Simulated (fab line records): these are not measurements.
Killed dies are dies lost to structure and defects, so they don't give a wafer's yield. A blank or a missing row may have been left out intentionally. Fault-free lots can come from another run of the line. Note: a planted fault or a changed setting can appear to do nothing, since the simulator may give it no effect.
fab line records	flow rit-cmos	part 1 of 2: steps 1 to 36 of 43
record lots=6	wafers=18	last-day=7
route steps=202 shown SDANNEAL@156 PSD@157 NSD@158 PLDD@159 NLDD@160 SILICIDE@161 CONTACT@168 M1@184
lots untouched by any fault: they come from a run of this same line in which no faults occurred
start-h: the number of hours between the record's first day and the start of the first shown wafer of the lot	wait-h: time in hours since the lot's previous step	" identical to the entry in the row above	L1.1+2: a row that stands for several wafers	- value missing, or start not given	* or withheld: withheld	< > ~ a bound
route shown NAME@n: NAME is a module with steps in the file, n the number in the route of the first one	usual: mean/standard deviation of fault-free wafers	same: alike in all rows	chamber/n: place in a boat	sites: per-site readings	_std_site: the standard deviation of these	_edge_site: the outer-site mean with the inner-site mean subtracted	radius-mm: how far each site lies from the wafer's centre	mask NAME#n: copy n	behind: the last tool/chamber to shape the wafer	hold: cause of the lot's hold/its duration in hours/its outcome	device: whichever transistor did not switch (one of n, p or np)	end of line: the tests these same wafers got at the end of their route	a step without rows: its recipe alone	killed: not the wafer's yield, but the dies lost to structure and defects at the first sort	map: per-die view of a wafer (x killed, . not killed, _ where there is no die)
set.NAME: the setting the step ran with; set.NAME@STEP: the setting that earlier step ran with	model.NAME: the simulator's own value behind a step, which no gauge read
certain route steps with their lots: each step a table, each wafer a row
services: the hour from which a tool's chamber was out of use, counted from the record's first day as start-h (under 0 if before that day), plus the number of hours and why
## steps
# step RIT_SDANNEAL_RTA_03
# recipe temp-c=1050	time-s=5	idle-temp-c=600	ramp-up-c-per-s=342	ramp-down-c-per-s=171	cool-to-c=600	ambient=N2
# usual wafer_temp_C_max=1053.5/1.1
lot.wafer	tool	chamber	start-h	wait-h	wafer_temp_C_max
L817.1	rtp-anneal-02	0	66.09	0.0	1054.0
L817.4	"	0	"	"	1052.1
L817.6	"	0	"	"	1052.8
L823.3	rtp-anneal-02	0	95.70	0.0	1054.9
L823.5	"	0	"	"	1054.4
L823.6	"	0	"	"	1053.2
L826.3	rtp-anneal-01	0	108.72	0.0	1053.7
L826.4	"	0	"	"	1051.9
L826.6	"	0	"	"	1051.8
L830.1	rtp-anneal-01	0	129.02	0.0	1052.2
L830.2	"	0	"	"	1053.1
L830.4	"	0	"	"	1052.1
L831.3	rtp-anneal-02	0	134.96	0.0	1054.0
L831.5	"	0	"	"	1053.1
L831.6	"	0	"	"	1052.4
L836.2	rtp-anneal-01	0	159.06	0.0	1053.5
L836.4	"	0	"	"	1052.7
L836.5	"	0	"	"	1052.5
# step RIT_SDANNEAL_RS_MEAS_04
# recipe thk-meas-gauge=four-point-probe
# usual PSD_RS=116.0/0.31
lot.wafer	tool	chamber	start-h	wait-h	PSD_RS[ohm/sq]
L817.1	film-metro-04	-	66.15	0.0	116.3
L817.4	"	-	"	"	116.4
L817.6	"	-	"	"	116.1
L823.3	film-metro-04	-	95.77	0.1	116.7
L823.5	"	-	"	"	116.4
L823.6	"	-	"	"	116.5
L826.3	film-metro-04	-	108.80	0.1	116.5
L826.4	"	-	"	"	116.4
L826.6	"	-	"	"	116.3
L830.1	film-metro-04	-	129.08	0.0	115.9
L830.2	"	-	"	"	115.7
L830.4	"	-	"	"	115.9
L831.3	film-metro-03	-	135.03	0.1	116.2
L831.5	"	-	"	"	116.4
L831.6	"	-	"	"	116.0
L836.2	film-metro-04	-	159.13	0.1	116.2
L836.4	"	-	"	"	116.0
L836.5	"	-	"	"	116.1
# step RIT_SDANNEAL_RS_MEAS_05
# recipe thk-meas-gauge=four-point-probe
# usual NSD_RS=84.68/0.29
lot.wafer	tool	chamber	start-h	wait-h	NSD_RS[ohm/sq]
L817.1	film-metro-04	-	66.27	0.1	84.52
L817.4	"	-	"	"	84.63
L817.6	"	-	"	"	84.59
L823.3	film-metro-04	-	95.89	0.1	84.81
L823.5	"	-	"	"	84.93
L823.6	"	-	"	"	84.93
L826.3	film-metro-04	-	108.92	0.1	84.98
L826.4	"	-	"	"	84.85
L826.6	"	-	"	"	84.65
L830.1	film-metro-04	-	129.20	0.1	84.64
L830.2	"	-	"	"	84.77
L830.4	"	-	"	"	84.28
L831.3	film-metro-03	-	135.15	0.1	84.30
L831.5	"	-	"	"	84.72
L831.6	"	-	"	"	84.37
L836.2	film-metro-04	-	159.25	0.1	84.22
L836.4	"	-	"	"	84.56
L836.5	"	-	"	"	84.38
# step RIT_SDANNEAL_RS_MEAS_06
# recipe thk-meas-gauge=four-point-probe
# usual PLDD_RS=178.9/0.47
lot.wafer	tool	chamber	start-h	wait-h	PLDD_RS[ohm/sq]
L817.1	film-metro-04	-	66.39	0.1	179.1
L817.4	"	-	"	"	178.6
L817.6	"	-	"	"	178.9
L823.3	film-metro-04	-	96.01	0.1	180.1
L823.5	"	-	"	"	179.3
L823.6	"	-	"	"	179.7
L826.3	film-metro-04	-	109.04	0.1	179.1
L826.4	"	-	"	"	179.1
L826.6	"	-	"	"	178.6
L830.1	film-metro-04	-	129.32	0.1	179.1
L830.2	"	-	"	"	178.9
L830.4	"	-	"	"	179.1
L831.3	film-metro-03	-	135.27	0.1	178.7
L831.5	"	-	"	"	178.7
L831.6	"	-	"	"	178.9
L836.2	film-metro-04	-	159.37	0.1	178.9
L836.4	"	-	"	"	178.3
L836.5	"	-	"	"	178.7
# step RIT_SDANNEAL_RS_MEAS_07
# recipe thk-meas-gauge=four-point-probe
# usual NLDD_RS=152.0/0.43
lot.wafer	tool	chamber	start-h	wait-h	NLDD_RS[ohm/sq]
L817.1	film-metro-04	-	66.51	0.1	152.1
L817.4	"	-	"	"	151.4
L817.6	"	-	"	"	151.9
L823.3	film-metro-04	-	96.13	0.1	151.9
L823.5	"	-	"	"	151.4
L823.6	"	-	"	"	152.0
L826.3	film-metro-04	-	109.16	0.1	151.7
L826.4	"	-	"	"	152.3
L826.6	"	-	"	"	152.4
L830.1	film-metro-04	-	129.44	0.1	152.6
L830.2	"	-	"	"	152.1
L830.4	"	-	"	"	152.6
L831.3	film-metro-03	-	135.39	0.1	152.2
L831.5	"	-	"	"	152.4
L831.6	"	-	"	"	152.8
L836.2	film-metro-04	-	159.49	0.1	151.7
L836.4	"	-	"	"	151.3
L836.5	"	-	"	"	151.8
# step RIT_SILICIDE_WET_ETCH_00
# recipe chemistry=BOE	target=SiO2	target-depth-nm=14	time-s=15	dry=n2-spin	dilution=10:1	temp-c=21.5
# step RIT_SILICIDE_SPUTTER_01
# recipe material=Ti	target-thk-nm=30	power-w=350	chamber-pressure-pa=0.667	gas=Ar	time-s=240	substrate-temp-c=25
# usual cathode-dc-power-W=350.00/0.068	substrate-temp-c=24.99/0.1	throttle-valve-pct=30.0/0.96
lot.wafer	tool	chamber	start-h	wait-h	cathode-dc-power-W	substrate-temp-c	throttle-valve-pct
L817.1	pvd-sputter-02	-	66.65	0.0	349.98	25.05	30.7
L817.4	"	-	"	"	349.85	25.05	28.8
L817.6	"	-	"	"	349.93	25.03	30.6
L823.3	pvd-sputter-02	-	96.23	0.0	350.05	25.04	28.4
L823.5	"	-	"	"	349.97	25.13	28.5
L823.6	"	-	"	"	349.99	24.98	29.2
L826.3	pvd-sputter-01	-	109.25	0.0	349.96	24.97	29.6
L826.4	"	-	"	"	349.94	25.05	30.2
L826.6	"	-	"	"	349.94	25.19	30.2
L830.1	pvd-sputter-02	-	129.58	0.0	350.06	25.06	30.9
L830.2	"	-	"	"	349.95	24.77	31.8
L830.4	"	-	"	"	349.96	24.94	28.5
L831.3	pvd-sputter-03	-	135.49	0.0	350.13	25.01	30.6
L831.5	"	-	"	"	349.99	24.97	30.0
L831.6	"	-	"	"	350.06	25.10	30.5
L836.2	pvd-sputter-02	-	159.60	0.0	350.05	24.93	31.6
L836.4	"	-	"	"	350.05	24.92	29.1
L836.5	"	-	"	"	350.13	25.00	28.5
# step RIT_SILICIDE_RS_MEAS_02
# recipe thk-meas-gauge=four-point-probe	reads=Ti_of_SILICIDE_SPUTTER_01
# usual SILICIDE_TI_RS=47.8/0.95
lot.wafer	tool	chamber	start-h	wait-h	SILICIDE_TI_RS[ohm/sq]
L817.1	film-metro-03	-	66.80	0.1	48.6
L817.4	"	-	"	"	48.3
L817.6	"	-	"	"	48.8
L823.3	film-metro-03	-	96.42	0.1	45.3
L823.5	"	-	"	"	45.5
L823.6	"	-	"	"	46.3
L826.3	film-metro-01	-	109.44	0.1	48.7
L826.4	"	-	"	"	46.9
L826.6	"	-	"	"	48.2
L830.1	film-metro-03	-	129.73	0.1	48.4
L830.2	"	-	"	"	46.7
L830.4	"	-	"	"	46.2
L831.3	film-metro-03	-	135.68	0.1	48.1
L831.5	"	-	"	"	47.3
L831.6	"	-	"	"	48.0
L836.2	film-metro-03	-	159.77	0.1	47.6
L836.4	"	-	"	"	48.7
L836.5	"	-	"	"	47.1
# step RIT_SILICIDE_THK_MEAS_03
# recipe thk-meas-gauge=xrf	reads=Ti_of_SILICIDE_SPUTTER_01
# usual SILICIDE_TI_THK=30.0/0.49
lot.wafer	tool	chamber	start-h	wait-h	SILICIDE_TI_THK[nm]
L817.1	film-metro-03	-	66.92	0.1	29.5
L817.4	"	-	"	"	29.7
L817.6	"	-	"	"	29.5
L823.3	film-metro-03	-	96.52	0.1	31.5
L823.5	"	-	"	"	31.3
L823.6	"	-	"	"	30.9
L826.3	film-metro-01	-	109.54	0.1	29.8
L826.4	"	-	"	"	30.6
L826.6	"	-	"	"	30.0
L830.1	film-metro-03	-	129.85	0.1	29.5
L830.2	"	-	"	"	30.6
L830.4	"	-	"	"	30.6
L831.3	film-metro-03	-	135.78	0.1	29.8
L831.5	"	-	"	"	30.2
L831.6	"	-	"	"	29.8
L836.2	film-metro-03	-	159.88	0.1	30.0
L836.4	"	-	"	"	29.5
L836.5	"	-	"	"	30.2
# step RIT_SILICIDE_RTA_04
# recipe temp-c=650	time-s=10	idle-temp-c=25	ramp-up-s=5	ramp-down-s=5	cool-to-c=25	ambient=N2
# usual wafer_temp_C_max=652.9/1.2
lot.wafer	tool	chamber	start-h	wait-h	wafer_temp_C_max
L817.1	rtp-anneal-01	0	66.98	0.1	651.3
L817.4	"	0	"	"	652.7
L817.6	"	0	"	"	651.1
L823.3	rtp-anneal-01	0	96.58	0.1	652.5
L823.5	"	0	"	"	651.2
L823.6	"	0	"	"	651.7
L826.3	rtp-anneal-02	0	109.60	0.1	653.9
L826.4	"	0	"	"	653.9
L826.6	"	0	"	"	653.7
L830.1	rtp-anneal-02	0	129.91	0.1	653.8
L830.2	"	0	"	"	654.5
L830.4	"	0	"	"	654.4
L831.3	rtp-anneal-01	0	135.84	0.1	651.7
L831.5	"	0	"	"	650.9
L831.6	"	0	"	"	651.3
L836.2	rtp-anneal-02	0	159.94	0.1	653.1
L836.4	"	0	"	"	653.9
L836.5	"	0	"	"	655.0
# step RIT_SILICIDE_WET_ETCH_05
# recipe chemistry=SPM	target=Ti	temp-c=90	time-s=120	dry=n2-spin
# step RIT_SILICIDE_RTA_06
# recipe temp-c=750	time-s=10	idle-temp-c=25	ramp-up-s=5	ramp-down-s=10	cool-to-c=25	ambient=N2
# usual wafer_temp_C_max=753.5/1.5
lot.wafer	tool	chamber	start-h	wait-h	wafer_temp_C_max
L817.1	rtp-anneal-02	0	67.21	0.0	755.0
L817.4	"	0	"	"	756.1
L817.6	"	0	"	"	755.6
L823.3	rtp-anneal-02	0	96.69	0.0	753.4
L823.5	"	0	"	"	756.0
L823.6	"	0	"	"	754.4
L826.3	rtp-anneal-01	0	109.71	0.0	752.2
L826.4	"	0	"	"	752.0
L826.6	"	0	"	"	752.3
L830.1	rtp-anneal-01	0	130.01	0.0	752.2
L830.2	"	0	"	"	752.5
L830.4	"	0	"	"	752.9
L831.3	rtp-anneal-02	0	135.95	0.0	756.6
L831.5	"	0	"	"	755.4
L831.6	"	0	"	"	755.4
L836.2	rtp-anneal-01	0	160.05	0.0	752.4
L836.4	"	0	"	"	752.0
L836.5	"	0	"	"	752.4
# step RIT_CONTACT_CVD_00
# recipe material=SiO2	target-thk-nm=400	precursor=TEOS	temp-c=390	time-s=61	rf-w=400
# usual heater-power-w=325/47	rf-fwd-power-W=396.5/1.4
lot.wafer	tool	chamber	start-h	wait-h	heater-power-w	rf-fwd-power-W	model.SiO2_of_CONTACT_CVD_00.thk-nm
L817.1	pecvd-03	0	67.28	0.1	314	394.3	403.6
L817.4	"	2	"	"	247	395.7	406.6
L817.6	"	0	"	"	332	394.2	410.9
L823.3	pecvd-03	2	96.73	0.0	283	397.3	391.7
L823.5	"	2	"	"	289	397.9	401.8
L823.6	"	0	"	"	306	556.6	449.2
L826.3	pecvd-03	1	109.75	0.0	270	396.0	400.3
L826.4	"	2	"	"	293	396.3	404
L826.6	"	0	"	"	297	554.8	454.2
L830.1	pecvd-04	2	130.08	0.1	407	397.4	390.1
L830.2	"	1	"	"	348	394.9	396.9
L830.4	"	0	"	"	353	395.5	403.1
L831.3	pecvd-02	2	136.00	0.0	341	396.6	389.8
L831.5	"	2	"	"	356	397.6	391.9
L831.6	"	1	"	"	372	396.9	395.4
L836.2	pecvd-04	2	160.11	0.0	406	395.1	382.1
L836.4	"	1	"	"	298	396.3	403.9
L836.5	"	2	"	"	423	396.2	390.7
# step RIT_CONTACT_THK_MEAS_01
# recipe reads=SiO2_of_CONTACT_CVD_00
# usual CONTACT_TEOS_THK=398/6.4
lot.wafer	tool	chamber	start-h	wait-h	CONTACT_TEOS_THK[nm]
L817.1	film-metro-03	-	67.33	0.0	404
L817.4	"	-	"	"	406
L817.6	"	-	"	"	411
L823.3	film-metro-04	-	96.80	0.0	392
L823.5	"	-	"	"	402
L823.6	"	-	"	"	450
L826.3	film-metro-03	-	109.83	0.0	400
L826.4	"	-	"	"	404
L826.6	"	-	"	"	454
L830.1	film-metro-01	-	130.13	0.0	390
L830.2	"	-	"	"	397
L830.4	"	-	"	"	403
L831.3	film-metro-01	-	136.07	0.0	390
L831.5	"	-	"	"	392
L831.6	"	-	"	"	396
L836.2	film-metro-01	-	160.17	0.0	382
L836.4	"	-	"	"	404
L836.5	"	-	"	"	391
# step RIT_CONTACT_HMDS_02
# recipe prime-time-s=60	prime-temp-c=140
# step RIT_CONTACT_COAT_03
# recipe resist=NOVOLAK	spin-rpm=3250	resist-thk-nm=1000
# step RIT_CONTACT_SOFTBAKE_04
# recipe resist=NOVOLAK	temp-c=90	time-s=60
# step RIT_CONTACT_EXPOSE_05
# recipe mask-id=M11	na=0.6	source-shape=conventional	sigma-outer=0.5	target-cd-nm=1000	dose-mj=250
# step RIT_CONTACT_PEB_06
# recipe resist=NOVOLAK	temp-c=withheld	time-s=withheld
# step RIT_CONTACT_DEVELOP_07
# recipe resist=NOVOLAK	develop-time-s=120	dev-temp-c=23
# step RIT_CONTACT_CD_MEAS_08
# recipe target-cd-nm=1000
# usual cd-nm=999.9/2.7
lot.wafer	tool	chamber	start-h	wait-h	cd-nm
L817.1	cd-sem-01	-	68.48	-	1004.4
L817.4	"	-	"	"	1003.3
L817.6	"	-	"	"	1004.3
L823.3	cd-sem-02	-	97.97	-	998.5
L823.5	"	-	"	"	998.6
L823.6	"	-	"	"	999.9
L826.3	cd-sem-01	-	111.11	-	996.9
L826.4	"	-	"	"	998.8
L826.6	"	-	"	"	999.5
L830.1	cd-sem-01	-	131.24	-	1001.1
L830.2	"	-	"	"	1003.4
L830.4	"	-	"	"	998.2
L831.3	cd-sem-02	-	137.16	-	1000.3
L831.5	"	-	"	"	1002.3
L831.6	"	-	"	"	1002.5
L836.2	cd-sem-01	-	161.25	-	1002.7
L836.4	"	-	"	"	1003.3
L836.5	"	-	"	"	1002.9
# step RIT_CONTACT_OVL_MEAS_09
# usual CONTACT_OVL=-0.9/1.2
lot.wafer	tool	chamber	start-h	wait-h	CONTACT_OVL[nm]
L817.1	overlay-01	-	68.60	0.1	-0.8
L817.4	"	-	"	"	-0.9
L817.6	"	-	"	"	-1.1
L823.3	overlay-02	-	98.07	0.1	-2.3
L823.5	"	-	"	"	-2.1
L823.6	"	-	"	"	-1.9
L826.3	overlay-01	-	111.20	0.1	0.3
L826.4	"	-	"	"	-0.6
L826.6	"	-	"	"	-0.4
L830.1	overlay-01	-	131.36	0.1	-0.9
L830.2	"	-	"	"	-1.6
L830.4	"	-	"	"	-1.4
L831.3	overlay-01	-	137.25	0.1	0.8
L831.5	"	-	"	"	0.9
L831.6	"	-	"	"	0.0
L836.2	overlay-02	-	161.35	0.1	-1.7
L836.4	"	-	"	"	-0.4
L836.5	"	-	"	"	-2.1
# step RIT_CONTACT_HARDBAKE_10
# recipe resist=NOVOLAK	temp-c=140	time-s=60
# step RIT_CONTACT_ETCH_11
# recipe target-depth-a=4800	over-etch-frac=0.2	stop-on=TiSi2	chemistry=CHF3/CF4/Ar	target=SiO2	CHF3_flow_sccm=50	cf4-flow-sccm=10	Ar_flow_sccm=100	O2_flow_sccm=5	pressure-mtorr=100	rf-w=200	time-s=320
# usual drypump-motor-current-A=5.9/0.42	oes-product-au=0.988/0.014	throttle-valve-pct=8.73/0.097
lot.wafer	tool	chamber	start-h	wait-h	drypump-motor-current-A	oes-product-au	rf-hours-counter-h	throttle-valve-pct	model.etch.depth-nm	model.CONTACT.feature-depth-nm
L817.1	rie-diel-03	1	68.78	0.1	5.4	1.019	159	8.67	403.6	403.6
L817.4	"	3	"	"	5.7	0.981	121	8.73	406.6	406.6
L817.6	"	2	"	"	6.7	0.973	-	8.75	410.9	410.9
L823.3	rie-diel-02	3	98.24	0.1	5.5	1.010	97	8.92	391.7	391.7
L823.5	"	0	"	"	6.4	0.992	-	8.80	401.8	401.8
L823.6	"	1	"	"	5.8	1.001	-	8.63	449.2	449.2
L826.3	rie-diel-03	0	111.38	0.1	5.7	0.993	141	8.80	400.3	400.3
L826.4	"	2	"	"	6.7	0.978	-	8.77	404	404
L826.6	"	0	"	"	5.7	1.009	-	8.81	454.2	454.2
L830.1	rie-diel-02	0	131.55	0.1	6.4	0.990	140	8.80	390.1	390.1
L830.2	"	2	"	"	5.5	0.961	149	8.81	396.9	396.9
L830.4	"	3	"	"	5.4	1.005	98	8.93	403.1	403.1
L831.3	rie-diel-01	3	137.43	0.1	6.4	0.972	66	8.76	389.8	389.8
L831.5	"	0	"	"	5.7	1.004	-	8.53	391.9	391.9
L831.6	"	3	"	"	6.4	0.971	-	8.75	395.4	395.4
L836.2	rie-diel-01	2	161.53	0.1	5.4	0.998	6	8.78	382.1	382.1
L836.4	"	0	"	"	5.7	0.996	116	8.54	403.9	403.9
L836.5	"	1	"	"	5.7	0.976	-	8.74	390.7	390.7
# step RIT_CONTACT_STRIP_12
# recipe chemistry=O2	time-s=180	resist=NOVOLAK	platen-temp-c=withheld	power-w=500	pressure-mtorr=4000	o2-flow-sccm=4000
# usual drypump-motor-current-A=5.9/0.39
lot.wafer	tool	chamber	start-h	wait-h	drypump-motor-current-A	rf-hours-counter-h
L817.1	plasma-asher-03	0	68.98	0.1	6.3	30
L817.4	"	0	"	"	6.3	-
L817.6	"	0	"	"	6.3	-
L823.3	plasma-asher-03	1	98.49	0.2	5.6	-
L823.5	"	0	"	"	6.3	-
L823.6	"	1	"	"	5.6	-
L826.3	plasma-asher-03	0	111.63	0.2	6.3	-
L826.4	"	1	"	"	5.6	-
L826.6	"	0	"	"	6.3	-
L830.1	plasma-asher-04	0	131.74	0.1	6.3	53
L830.2	"	1	"	"	6.1	53
L830.4	"	0	"	"	6.3	-
L831.3	plasma-asher-04	0	137.68	0.2	6.2	-
L831.5	"	0	"	"	6.2	-
L831.6	"	1	"	"	6.1	-
L836.2	plasma-asher-02	1	161.73	0.1	5.5	5
L836.4	"	0	"	"	5.2	-
L836.5	"	1	"	"	5.5	-
# step RIT_CONTACT_CD_MEAS_90
# recipe target-cd-nm=1000
# usual cd-nm=999.8/2.7
lot.wafer	tool	chamber	start-h	wait-h	cd-nm
L817.1	cd-sem-02	-	69.15	0.1	1005.0
L817.4	"	-	"	"	1003.6
L817.6	"	-	"	"	1003.2
L823.3	cd-sem-01	-	98.65	0.1	997.8
L823.5	"	-	"	"	998.5
L823.6	"	-	"	"	1000.2
L826.3	cd-sem-01	-	111.79	0.1	997.2
L826.4	"	-	"	"	998.2
L826.6	"	-	"	"	1000.2
L830.1	cd-sem-01	-	131.92	0.1	1001.0
L830.2	"	-	"	"	1002.3
L830.4	"	-	"	"	997.5
L831.3	cd-sem-01	-	137.84	0.1	1000.0
L831.5	"	-	"	"	1001.7
L831.6	"	-	"	"	1002.5
L836.2	cd-sem-02	-	161.92	0.1	1003.2
L836.4	"	-	"	"	1003.3
L836.5	"	-	"	"	1002.0
# step RIT_CONTACT_CLEAN_13
# recipe chemistry=SC1	mix=3:3:50	time-s=600	temp-c=75
# step RIT_CONTACT_CLEAN_14
# recipe chemistry=SC2	mix=3:3:50	time-s=600	temp-c=75	dry=n2-spin
# step RIT_M1_SPUTTER_00
# recipe material=Al	target-thk-nm=400	power-w=2000	chamber-pressure-pa=0.4	gas=Ar	time-s=500	substrate-temp-c=25
# step RIT_M1_RS_MEAS_01
# recipe thk-meas-gauge=four-point-probe	reads=Al_of_M1_SPUTTER_00
# usual M1_AL_RS=0.0731/0.00074
lot.wafer	tool	chamber	start-h	wait-h	M1_AL_RS[ohm/sq]
L817.1	film-metro-02	-	70.44	0.1	0.0725
L817.4	"	-	"	"	0.0725
L817.6	"	-	"	"	0.0730
L823.3	film-metro-03	-	99.41	0.2	0.0721
L823.5	"	-	"	"	0.0720
L823.6	"	-	"	"	0.0727
L826.3	film-metro-03	-	112.57	0.2	0.0727
L826.4	"	-	"	"	0.0734
L826.6	"	-	"	"	0.0720
L830.1	film-metro-04	-	132.70	0.1	0.0735
L830.2	"	-	"	"	0.0723
L830.4	"	-	"	"	0.0732
L831.3	film-metro-04	-	138.63	0.2	0.0735
L831.5	"	-	"	"	0.0733
L831.6	"	-	"	"	0.0740
L836.2	film-metro-03	-	162.70	0.2	0.0728
L836.4	"	-	"	"	0.0739
L836.5	"	-	"	"	0.0731
# step RIT_M1_THK_MEAS_02
# recipe thk-meas-gauge=xrf	reads=Al_of_M1_SPUTTER_00
# usual M1_AL_THK=403/5.4
lot.wafer	tool	chamber	start-h	wait-h	M1_AL_THK[nm]
L817.1	film-metro-02	-	70.56	0.1	403
L817.4	"	-	"	"	402
L817.6	"	-	"	"	400
L823.3	film-metro-03	-	99.51	0.1	407
L823.5	"	-	"	"	407
L823.6	"	-	"	"	405
L826.3	film-metro-03	-	112.67	0.1	404
L826.4	"	-	"	"	402
L826.6	"	-	"	"	406
L830.1	film-metro-04	-	132.82	0.1	405
L830.2	"	-	"	"	410
L830.4	"	-	"	"	408
L831.3	film-metro-04	-	138.73	0.1	404
L831.5	"	-	"	"	407
L831.6	"	-	"	"	402
L836.2	film-metro-03	-	162.81	0.1	401
L836.4	"	-	"	"	395
L836.5	"	-	"	"	400
# step RIT_M1_HMDS_03
# recipe prime-time-s=60	prime-temp-c=140
# step RIT_M1_COAT_04
# recipe resist=NOVOLAK	spin-rpm=2000	resist-thk-nm=1300
# step RIT_M1_SOFTBAKE_05
# recipe resist=NOVOLAK	temp-c=90	time-s=60
# step RIT_M1_EXPOSE_06
# recipe mask-id=M12	na=0.6	source-shape=conventional	sigma-outer=0.5	target-cd-nm=2600	dose-mj=250
# step RIT_M1_PEB_07
# recipe resist=NOVOLAK	temp-c=withheld	time-s=withheld
## key
first-sign step=RIT_CONTACT_CVD_00	reading=rf-fwd-power-W	direction=up	sigmas=99+	usual=396.5	struck=555.7
effect step=RIT_CONTACT_THK_MEAS_01	reading=CONTACT_TEOS_THK	direction=up	sigmas=8.4	usual=398	struck=452
model-effect step=RIT_CONTACT_CVD_00	value=SiO2_of_CONTACT_CVD_00.thk-nm	without=408.9	struck=451.7
model-effect step=RIT_CONTACT_ETCH_11	value=etch.depth-nm	without=408.9	struck=451.7
model-effect step=RIT_M1_METAL_ETCH_12	value=SiO2_of_CONTACT_CVD_00.thk-nm	without=372.9	struck=415.7
model-effect step=RIT_M1_PROBE_99	value=etest.field-p-metal.vt-v	without=-30.35	struck=-32.59
met-at RIT_CONTACT_CVD_00
struck-wafers L823.6,L826.6
sort-left-out L826.6
tester-left-out L823,L826
onset-between 67.28 96.73
fault kind=process-parameter-drift	tool=pecvd-03	chamber=0	onset-h=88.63	steps=RIT_CONTACT_CVD_00	channel=rf-w	offset=160	shape=step	end-h=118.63	stated=400
# tester-left-out: of these lots the tester's yield and bins aren't shown, on N5 and GAA mostly nor the transistor test; their killed dies are dies lost to structure and defects alone, not to doping, threshold or leakage, so they don't give the yield
# sort-left-out: the simulated sort isn't trusted on such a fault, so these wafers' sort isn't shown, and their yield isn't known
